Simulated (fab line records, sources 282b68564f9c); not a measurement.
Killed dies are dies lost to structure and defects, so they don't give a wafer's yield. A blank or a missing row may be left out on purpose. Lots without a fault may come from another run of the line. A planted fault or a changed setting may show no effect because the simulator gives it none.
fab line records | flow rit_cmos
record lots=15 wafers=45 last_day=7
route steps=202 shown ACTIVE@4
lots that met no fault: from a run of the same line without faults
start_h: hours from the record's first day to the start of the lot's first wafer shown | wait_h: hours since the lot's step before | " the same as in the row above | L1.1+2: a row that stands for several wafers | - no value, or no start given | * or withheld: withheld | < > ~ a bound
route shown NAME@n: a module of which the file shows steps, and the number in the route of the first | usual: mean/standard deviation of fault-free wafers | same: alike in all rows | chamber/n: place in a boat | sites: the reading at each site | _std_site: their standard deviation | _edge_site: outer sites' mean less inner sites' | radius_mm: how far each site lies from the wafer's centre | mask NAME#n: copy n | behind: the tool/chamber that last shaped the wafer | hold: why the lot was held/for how many hours/how that ended | device: the transistor (n, p or np) that didn't switch | end of line: the same wafers' tests at the end of the route | a step without rows: its recipe alone | killed: dies lost to structure and defects at the first sort, not the wafer's yield | map: a wafer's dies, x killed, . not, _ none there
set.NAME: the setting as run; set.NAME@STEP: as run at that earlier step | model.NAME: the simulator's own value behind a step, which no gauge read
steps of the route over a sample of lots; a table a step, a row a wafer
services: from which hour (start_h, from the record's first day; less than 0 if before it) a tool's chamber was out of use, for how many hours, and why
## steps
# step RIT_ACTIVE_CVD_03
# recipe material=Si3N4 target_thk_nm=150 temp_c=810 precursor=SiH2Cl2/NH3 time_s=1500 pressure_mtorr=300 sih2cl2_flow_sccm=60 nh3_flow_sccm=150
# usual zone_power_centre_pct=39.3/2.8
# same time_s=1500
# columns lot.wafer tool chamber start_h wait_h zone_power_centre_pct
L865.1 lpcvd-01 1 12.11 0.1 41.6
L865.4 " 1 " " 41.6
L865.5 " 1 " " 41.5
L867.3 lpcvd-01 1 22.11 0.0 41.7
L867.4 " 1 " " 41.6
L867.6 " 1 " " 41.6
L868.1 lpcvd-02 0 27.11 0.1 41.1
L868.3 " 0 " " 41.6
L868.4 " 0 " " 41.4
L870.1 lpcvd-01 1 37.11 0.1 41.1
L870.2 " 1 " " 41.0
L870.5 " 1 " " 41.8
L871.3 lpcvd-02 0 42.11 0.0 41.3
L871.5 " 0 " " 41.7
L871.6 " 0 " " 41.6
L872.2 lpcvd-01 1 47.11 0.0 41.3
L872.3 " 1 " " 41.4
L872.6 " 1 " " 41.4
L873.2 lpcvd-02 1 52.67 0.0 35.3
L873.3 " 1 " " 36.2
L873.6 " 1 " " 35.1
L874.1 lpcvd-02 0 57.11 0.1 42.1
L874.2 " 0 " " 41.7
L874.4 " 0 " " 41.3
L877.2 lpcvd-02 1 73.39 0.0 35.7
L877.4 " 1 " " 35.6
L877.5 " 1 " " 36.1
L877.2 lpcvd-02 1 76.57 1.8 35.1
L877.4 " 1 " " 35.4
L877.5 " 1 " " 34.9
L878.2 lpcvd-01 0 77.97 0.0 36.1
L878.3 " 0 " " 36.2
L878.6 " 0 " " 36.6
L879.3 lpcvd-01 1 82.11 0.0 41.5
L879.5 " 1 " " 41.3
L879.6 " 1 " " 41.7
L879.3 lpcvd-01 1 84.41 0.2 41.2
L879.5 " 1 " " 40.9
L879.6 " 1 " " 42.0
L880.2 lpcvd-01 0 87.56 0.5 35.7
L880.3 " 0 " " 35.6
L880.5 " 0 " " 36.6
L880.2 lpcvd-01 0 89.86 0.2 36.4
L880.3 " 0 " " 37.0
L880.5 " 0 " " 35.5
L886.1 lpcvd-01 0 117.11 0.1 35.9
L886.2 " 0 " " 36.5
L886.5 " 0 " " 36.5
L887.1 lpcvd-02 1 122.11 0.1 35.7
L887.4 " 1 " " 35.6
L887.6 " 1 " " 35.7
L888.2 lpcvd-01 1 127.11 0.0 41.4
L888.4 " 1 " " 41.6
L888.6 " 1 " " 40.9
# step RIT_ACTIVE_THK_MEAS_04
# recipe reads=Si3N4_of_ACTIVE_CVD_03
# usual ACTIVE_NITRIDE_THK=149.7/1.6
# columns lot.wafer tool chamber start_h wait_h ACTIVE_NITRIDE_THK[nm]
L865.1 film_metro-03 - 13.53 0.0 152.6
L865.4 " - " " 154.2
L865.5 " - " " 151.8
L867.3 film_metro-03 - 23.55 0.0 151.4
L867.4 " - " " 151.0
L867.6 " - " " 150.8
L868.1 film_metro-01 - 28.53 0.0 152.4
L868.3 " - " " 151.5
L868.4 " - " " 152.0
L870.1 film_metro-01 - 38.53 0.0 149.4
L870.2 " - " " 148.5
L870.5 " - " " 148.7
L871.3 film_metro-01 - 43.55 0.0 149.1
L871.5 " - " " 149.2
L871.6 " - " " 150.2
L872.2 film_metro-01 - 48.54 0.0 148.1
L872.3 " - " " 147.2
L872.6 " - " " 148.3
L873.2 film_metro-02 - 54.10 0.0 147.8
L873.3 " - " " 146.2
L873.6 " - " " 147.6
L874.1 film_metro-01 - 58.53 0.0 150.4
L874.2 " - " " 151.1
L874.4 " - " " 149.6
L877.2 film_metro-02 - 78.00 0.0 298.2
L877.4 " - " " 299.7
L877.5 " - " " 297.4
L878.2 film_metro-02 - 79.39 0.0 146.2
L878.3 " - " " 148.0
L878.6 " - " " 149.1
L879.3 film_metro-01 - 86.55 0.0 301.6
L879.5 " - " " 300.4
L879.6 " - " " 299.7
L880.2 film_metro-02 - 91.99 0.0 300.5
L880.3 " - " " 300.0
L880.5 " - " " 298.4
L886.1 film_metro-01 - 118.53 0.0 147.4
L886.2 " - " " 147.5
L886.5 " - " " 147.1
L887.1 film_metro-01 - 123.53 0.0 148.7
L887.4 " - " " 148.9
L887.6 " - " " 148.0
L888.2 film_metro-03 - 128.54 0.0 151.3
L888.4 " - " " 150.9
L888.6 " - " " 150.9
# step RIT_ACTIVE_ETCH_13
# recipe stop_on=SiO2 chemistry=SF6 target=Si3N4 time_s=210 over_etch_frac=0.4 SF6_flow_sccm=200 pressure_mtorr=260 rf_w=125 target_depth_a=2100
# usual chamber_pressure_mTorr=260.04/0.25 drypump_motor_current_A=5.8/0.44 oes_product_au=0.817/0.013 rf_fwd_power_W=124.6/0.44 throttle_valve_pct=7.43/0.14
# same time_s=210
# columns lot.wafer tool chamber start_h wait_h chamber_pressure_mTorr drypump_motor_current_A oes_product_au rf_fwd_power_W rf_hours_counter_h throttle_valve_pct
L865.1 rie_diel-01 0 14.71 0.1 260.07 5.4 0.808 125.4 65 7.55
L865.4 " 2 " " 259.88 5.4 0.825 125.1 122 7.19
L865.5 " 1 " " 260.14 5.7 0.822 125.1 - 7.64
L867.3 rie_diel-03 0 24.71 0.1 259.98 5.3 0.814 124.9 166 7.50
L867.4 " 3 " " 260.17 6.5 0.830 124.1 137 7.55
L867.6 " 2 " " 259.75 6.3 0.838 124.5 - 7.40
L868.1 rie_diel-01 1 29.71 0.1 260.00 5.7 0.822 123.3 69 7.62
L868.3 " 3 " " 260.16 6.7 0.836 124.5 2 7.37
L868.4 " 0 " " 259.52 5.4 0.807 124.8 65 7.53
L870.1 rie_diel-04 2 39.71 0.1 259.93 5.4 0.822 124.5 72 7.41
L870.2 " 3 " " 260.19 5.8 0.797 124.6 61 7.26
L870.5 " 2 " " 259.89 5.4 0.824 124.6 - 7.43
L871.3 rie_diel-01 0 44.98 0.1 259.99 5.4 0.792 124.3 65 7.54
L871.5 " 1 " " 260.25 5.7 0.809 125.0 - 7.62
L871.6 " 0 " " 259.99 5.4 0.799 124.5 - 7.52
L872.2 rie_diel-04 3 49.88 0.1 260.37 5.8 0.802 124.8 62 7.25
L872.3 " 2 " " 259.79 5.4 0.813 124.8 72 7.42
L872.6 " 3 " " 260.44 5.8 0.798 124.2 - 7.26
L873.2 rie_diel-04 3 55.27 0.1 260.16 5.7 0.805 125.1 62 7.26
L873.3 " 2 " " 260.19 5.4 0.808 123.6 72 7.42
L873.6 " 2 " " 259.70 5.4 0.818 123.9 - 7.41
L874.1 rie_diel-01 2 59.71 0.1 260.20 5.4 0.810 124.2 123 7.21
L874.2 " 0 " " 259.95 5.4 0.804 124.7 66 7.53
L874.4 " 2 " " 260.26 5.4 0.808 124.2 - 7.21
L877.2 rie_diel-03 1 79.30 0.1 259.77 5.6 0.962 124.9 116 7.55
L877.4 " 3 " " 259.85 6.5 0.989 123.9 - 7.58
L877.5 " 1 " " 260.04 5.6 0.955 125.1 - 7.55
L878.2 rie_diel-04 1 80.69 0.1 260.10 5.9 0.824 124.5 11 7.53
L878.3 " 3 " " 260.04 5.8 0.805 125.1 62 7.27
L878.6 " 1 " " 259.98 5.8 0.814 124.9 - 7.53
L879.3 rie_diel-01 2 88.20 0.1 260.09 5.4 0.970 125.5 123 7.21
L879.5 " 3 " " 260.17 6.7 1.007 124.2 - 7.38
L879.6 " 2 " " 260.01 5.4 0.967 125.4 - 7.21
L880.2 rie_diel-04 3 93.33 0.1 259.88 5.8 0.973 124.7 63 7.26
L880.3 " 3 " " 260.13 5.8 0.981 125.1 - 7.27
L880.5 " 1 " " 260.13 5.9 1.026 124.1 - 7.53
L886.1 rie_diel-03 3 119.71 0.1 260.29 6.5 0.815 124.2 140 7.59
L886.2 " 2 " " 260.06 6.3 0.826 124.7 152 7.41
L886.5 " 3 " " 260.37 6.5 0.815 123.8 - 7.56
L887.1 rie_diel-04 3 124.83 0.1 259.91 5.8 0.803 124.3 64 7.24
L887.4 " 2 " " 259.87 5.4 0.821 124.3 73 7.41
L887.6 " 0 " " 260.33 5.6 0.797 124.1 - 7.70
L888.2 rie_diel-01 2 129.83 0.1 259.64 5.4 0.817 124.6 124 7.21
L888.4 " 1 " " 260.20 5.7 0.812 124.3 70 7.62
L888.6 " 3 " " 259.91 6.6 0.835 124.2 - 7.38
## services
# columns tool chamber start_h hours kind
rie_diel-04 0 12.72 49.8 repair
rie_diel-03 - 13.86 3.2 repair
rie_diel-04 3 22.06 12.6 repair
rie_diel-01 - 31.44 0.4 repair
rie_diel-01 2 48.18 1.8 repair
rie_diel-04 - 54.48 0.2 repair
rie_diel-01 1 59.16 34.2 repair
rie_diel-01 - 66.61 14.6 pm
rie_diel-03 0 68.01 - clean
rie_diel-03 0 68.01 17.0 scheduled_down
rie_diel-03 0 68.01 17.0 vent_cycle
lpcvd-01 - 70.48 6.1 pm
rie_diel-04 0 72.87 - clean
rie_diel-04 0 72.87 25.2 scheduled_down
rie_diel-04 0 72.87 25.2 vent_cycle
rie_diel-04 2 85.36 21.6 repair
lpcvd-01 - 105.36 0.9 repair
rie_diel-03 2 115.14 2.8 repair
rie_diel-01 - 119.03 0.6 repair
## key
first_sign step=RIT_ACTIVE_CVD_03 reading=visit direction=added
effect step=RIT_ACTIVE_THK_MEAS_04 reading=ACTIVE_NITRIDE_THK direction=up sigmas=92 usual=149.7 struck=299.6
effect step=RIT_ACTIVE_ETCH_13 reading=oes_product_au direction=up sigmas=12 usual=0.817 struck=0.981
met_at RIT_ACTIVE_CVD_03
struck_lots L877,L879,L880
later_rows_left_out L877.2,L877.4,L877.5,L879.3,L879.5,L879.6,L880.2,L880.3,L880.5
sort_left_out L877.2,L877.4,L877.5,L879.3,L879.5,L879.6,L880.2,L880.3,L880.5
tester_left_out L877,L879,L880
fault kind=repeated_step_whole tool=lpcvd-01,lpcvd-02 chamber=- onset_h=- steps=RIT_ACTIVE_CVD_03 times=1 scope=struck_lots_only
# tester_left_out: of these lots the tester's yield and bins aren't shown, on N5 and GAA mostly nor the transistor test; their killed dies are dies lost to structure and defects alone, not to doping, threshold or leakage, so they don't give the yield
# sort_left_out: the simulated sort isn't trusted on such a fault, so these wafers' sort isn't shown, and their yield isn't known
# later_rows_left_out: the simulator's readings of these wafers behind a module that went badly wrong aren't trusted and aren't shown, but for the sort
